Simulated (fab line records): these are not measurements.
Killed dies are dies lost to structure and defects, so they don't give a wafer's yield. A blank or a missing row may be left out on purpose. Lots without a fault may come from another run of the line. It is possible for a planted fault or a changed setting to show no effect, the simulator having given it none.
Matching of chambers / flow berkeley_cmos170 / UCB170_GATE_ETCH_15 on rie_si-02: 4 sister chambers
The step etches poly-Si in HBr/Cl2, stops on SiO2, time 56.3 s, target depth 278.2 nm. 14 wafers are shown with their chamber, then 7 later ones without.

## WAFERS, EACH WITH ITS CHAMBER
wafer=L786.1; chamber=1; throttle_valve_pct (%)=25.95; drypump_motor_current_A (A)=5.5; oes_product_au (a.u.)=0.811
wafer=L786.2; chamber=0; throttle_valve_pct (%)=26.59; drypump_motor_current_A (A)=5.8; oes_product_au (a.u.)=0.820
wafer=L786.4; chamber=3; throttle_valve_pct (%)=26.80; drypump_motor_current_A (A)=5.2; oes_product_au (a.u.)=0.813
wafer=L788.2; chamber=3; throttle_valve_pct (%)=26.82; drypump_motor_current_A (A)=5.2; oes_product_au (a.u.)=0.813
wafer=L788.5; chamber=3; throttle_valve_pct (%)=26.81; drypump_motor_current_A (A)=5.2; oes_product_au (a.u.)=0.817
wafer=L788.6; chamber=0; throttle_valve_pct (%)=26.59; drypump_motor_current_A (A)=5.8; oes_product_au (a.u.)=0.822
wafer=L792.1; chamber=3; throttle_valve_pct (%)=26.80; drypump_motor_current_A (A)=5.2; oes_product_au (a.u.)=0.812
wafer=L792.4; chamber=2; throttle_valve_pct (%)=26.76; drypump_motor_current_A (A)=5.5; oes_product_au (a.u.)=0.831
wafer=L792.5; chamber=2; throttle_valve_pct (%)=26.77; drypump_motor_current_A (A)=5.4; oes_product_au (a.u.)=0.820
wafer=L794.1; chamber=0; throttle_valve_pct (%)=26.58; drypump_motor_current_A (A)=5.8; oes_product_au (a.u.)=0.834
wafer=L794.2; chamber=2; throttle_valve_pct (%)=26.75; drypump_motor_current_A (A)=5.5; oes_product_au (a.u.)=0.835
wafer=L794.4; chamber=1; throttle_valve_pct (%)=25.95; drypump_motor_current_A (A)=5.5; oes_product_au (a.u.)=0.806
wafer=L799.1; chamber=3; throttle_valve_pct (%)=26.80; drypump_motor_current_A (A)=5.2; oes_product_au (a.u.)=0.812
wafer=L799.3; chamber=2; throttle_valve_pct (%)=26.76; drypump_motor_current_A (A)=5.5; oes_product_au (a.u.)=0.825

SIGNATURES, as means of the wafers listed above
reading=throttle_valve_pct; chamber 0=26.5867; chamber 1=25.9500; chamber 2=26.7600; chamber 3=26.8060; scatter within a chamber=0.00766
reading=drypump_motor_current_A; chamber 0=5.800; chamber 1=5.500; chamber 2=5.475; chamber 3=5.200; scatter within a chamber=0.0274
reading=oes_product_au; chamber 0=0.82533; chamber 1=0.80850; chamber 2=0.82775; chamber 3=0.81340; scatter within a chamber=0.00525
Rule: a wafer lies at a distance from a chamber equal to the root of the sum of squares, over the readings, of (its reading less the chamber's mean, divided by the reading's scatter). If the next closest chamber is less than 2 further off than the closest, the wafer can't be placed; otherwise it belongs to the closest. How the scatter is found: for the shown wafers, subtract from each reading the mean of its chamber, square and add these, divide the total by (wafers less chambers), then take the root.

## WAFERS WITHOUT THEIR CHAMBER
wafer=L799.6; throttle_valve_pct (%)=25.97; drypump_motor_current_A (A)=5.5; oes_product_au (a.u.)=0.797
wafer=L803.3; throttle_valve_pct (%)=26.61; drypump_motor_current_A (A)=5.8; oes_product_au (a.u.)=0.816
wafer=L803.5; throttle_valve_pct (%)=25.97; drypump_motor_current_A (A)=5.5; oes_product_au (a.u.)=0.803
wafer=L803.6; throttle_valve_pct (%)=26.59; drypump_motor_current_A (A)=5.8; oes_product_au (a.u.)=0.828
wafer=L807.3; throttle_valve_pct (%)=25.96; drypump_motor_current_A (A)=5.5; oes_product_au (a.u.)=0.799
wafer=L807.4; throttle_valve_pct (%)=26.77; drypump_motor_current_A (A)=5.5; oes_product_au (a.u.)=0.834
wafer=L807.5; throttle_valve_pct (%)=25.97; drypump_motor_current_A (A)=5.4; oes_product_au (a.u.)=0.811

## WHICH CHAMBER EACH ONE RAN IN
wafer=L799.6; from the rows above=1; in truth=1
wafer=L803.3; from the rows above=0; in truth=0
wafer=L803.5; from the rows above=1; in truth=1
wafer=L803.6; from the rows above=0; in truth=0
wafer=L807.3; from the rows above=1; in truth=1
wafer=L807.4; from the rows above=2; in truth=2
wafer=L807.5; from the rows above=1; in truth=1
Placed correctly: 7 of 7. Number that these rows cannot place: 0. Number placed wrongly: 0.
